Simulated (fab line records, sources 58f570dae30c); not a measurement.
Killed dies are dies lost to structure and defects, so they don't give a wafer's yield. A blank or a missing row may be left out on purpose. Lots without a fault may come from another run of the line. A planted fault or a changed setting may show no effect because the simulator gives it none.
Problem report in the 8D (eight disciplines) form, filled by code | flow berkeley_cmos170 | the parts of the form that need people (team, actions taken, sign-off) are left out

1. THE PROBLEM
bias_w at UCB170_M1_METAL_ETCH_12 reads a mean of 115.1 W on 6 wafers of 2 lots; wafers without a fault read 120.0 W with a standard deviation of 0.35. That is -14 standard deviations from the usual mean.
The step: etches Al in Cl2/BCl3, stops on PSG, target depth 780 nm, time 130 s.
First seen on wafer L847.1, day 11 13:13, on rie_metal-04. The record holds 42 wafers of 14 lots with a number at this step. Rule for "out", or "out of limits": more than 4 standard deviations from the usual mean. The other wafers with a number count as sound.

2. WHAT IT IS AND WHAT IT IS NOT
question                    | is                     | is not
which readings at this step | bias_w                 | drypump_motor_current_A, throttle_valve_pct
which lots                  | L847, L850             | L833, L834, L836, L837, L838, L841, L842, L843, L844, L849, L853, L854
which wafers of those lots  | all that have a number | -
read on which tools         | rie_metal-04           | rie_metal-01, rie_metal-03
when                        | from day 11 13:13      | up to then (27 sound wafers); but 9 sound wafers of L849, L853, L854 came after

3. SUSPECTS, AND WHAT RULES EACH OUT
Counting: a tool at a process step up to the reading stays a suspect if it ran every lot that is out and no sound lot after the first of them.
- plasma_asher-04 at UCB170_CONTACT_STRIP_19 (strips in O2): kept. It ran every lot that is out, first L847 (day 11 08:49), and no sound lot after that; its last sound lot up to then is L842 (day 10 02:23).
- rie_metal-04 at UCB170_M1_METAL_ETCH_12 (etches Al in Cl2/BCl3, stops on PSG, target depth 780 nm, time 130 s): kept. It ran every lot that is out, first L847 (day 11 13:13), and no sound lot after that; its last sound lot up to then is L844 (day 10 21:04). Its own readings are out on those wafers: bias_w.
Left after counting: plasma_asher-04 at UCB170_CONTACT_STRIP_19, rie_metal-04 at UCB170_M1_METAL_ETCH_12.

4. THE CAUSE (what the simulator had put in)
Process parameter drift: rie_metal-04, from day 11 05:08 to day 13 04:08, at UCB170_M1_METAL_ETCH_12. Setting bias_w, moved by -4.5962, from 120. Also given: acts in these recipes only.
Counting left 2 suspects, and this tool is among them.

5. THE CHAIN OF EFFECTS, in route order
Each row: a reading whose mean over the struck wafers that have a number lies more than 3 standard deviations from the usual. Only readings for which the record gives a usual standard deviation are gone through. hours: the time from each lot's start at the first step in this table that gives one to its start at this step, as a median over the lots. sigmas: the change in usual standard deviations.
hours | step                    | reading | usual   | on struck wafers | change | sigmas
0     | UCB170_M1_METAL_ETCH_12 | bias_w  | 120.0 W | 115.1            | -4.9   | -14
The process steps in it:
- UCB170_M1_METAL_ETCH_12: etches Al in Cl2/BCl3, stops on PSG, target depth 780 nm, time 130 s.

6. WHAT WOULD HAVE CAUGHT IT SOONER
In this record the first reading out of limits was taken at day 11 13:13, 8 hours after the fault began at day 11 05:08.
